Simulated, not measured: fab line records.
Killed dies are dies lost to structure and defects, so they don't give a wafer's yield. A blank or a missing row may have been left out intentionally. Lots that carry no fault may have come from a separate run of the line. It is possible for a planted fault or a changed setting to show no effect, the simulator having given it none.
A single fault, viewed from 2 desks ; flow rit_cmos ; each desk holds nothing but its own numbers, with what lay behind them at the end

AT THE TOOL OWNER'S DESK: litho_track-03
Per lot that ran on this tool, the mean of the sampled wafers carrying a number, from the tool's own readings at RIT_NLDD_SOFTBAKE_02 (time 60 s). A lot is out of limits, marked OUT, if its mean lies more than 4 standard deviations from the usual mean; the brackets give that distance.
Columns: A = heater_power_total_W at RIT_NLDD_SOFTBAKE_02, usual 34.56 W; B = plate_temp_C at RIT_NLDD_SOFTBAKE_02, usual 90.01 C
lot;first seen here;A;B
L807;day 2 23:26;34.58;90.03
L809;day 3 12:04;36.69 (+42) OUT;94.00 (+31) OUT
L810;day 3 14:01;36.69 (+42) OUT;93.85 (+30) OUT
L811;day 4 00:59;36.72 (+42) OUT;93.84 (+29) OUT
L827;day 7 03:46;34.57;90.04
This desk's finding: out of limits on L809, L810, L811; first on L809, day 3 12:04 (heater_power_total_W at RIT_NLDD_SOFTBAKE_02). Within limits: L807, L827.

METROLOGY DESK
What the gauges read, lot by lot, whatever tool the lot ran on: means of the sampled wafers that have a number. A lot is out of limits, marked OUT, if its mean lies more than 4 standard deviations from the usual mean; the brackets give that distance.
Columns: A = GATE_OVL at RIT_GATE_OVL_MEAS_17, usual 0.4 nm; B = cd_nm at RIT_GATE_CD_MEAS_90, usual 149.5 nm; C = REOX_OXIDE_THK at RIT_REOX_THK_MEAS_04, usual 25.2 nm; D = NLDD_OVL at RIT_NLDD_OVL_MEAS_06, usual 0.2 nm
lot;first seen here;A;B;C;D
L807;day 2 19:34;-0.5;150.5;25.0;-0.7
L809;day 3 06:53;-0.7;153.1;24.7;-0.3
L810;day 3 09:35;-1.7;151.2;25.0;1.2
L811;day 3 21:05;0.0;153.3;25.3;0.2
L820;day 5 13:28;1.3;148.0;24.8;2.8
L823;day 6 02:53;-0.1;150.7;24.7;0.8
L827;day 6 23:22;-2.6;152.5;25.1;-1.1
This desk's finding: nothing out of limits on any of the 7 lots.

PUT TOGETHER
At day 3 12:04, on L809, L810, L811, the tool owner's desk was in a position to raise an alarm.
The metrology desk saw nothing out of limits.
The metrology desk holds a record of L809, L810, L811, inside its limits.
The lots listed all ran RIT_NLDD_SOFTBAKE_02 on litho_track-03.

WHAT WAS PUT IN BY THE SIMULATOR
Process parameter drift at RIT_NLDD_SOFTBAKE_02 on litho_track-03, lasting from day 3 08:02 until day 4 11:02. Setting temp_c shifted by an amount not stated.
Lots struck among those shown: L809, L810, L811.
Hours from the fault's start to each desk's first reading out of limits: the tool owner's desk, 4.
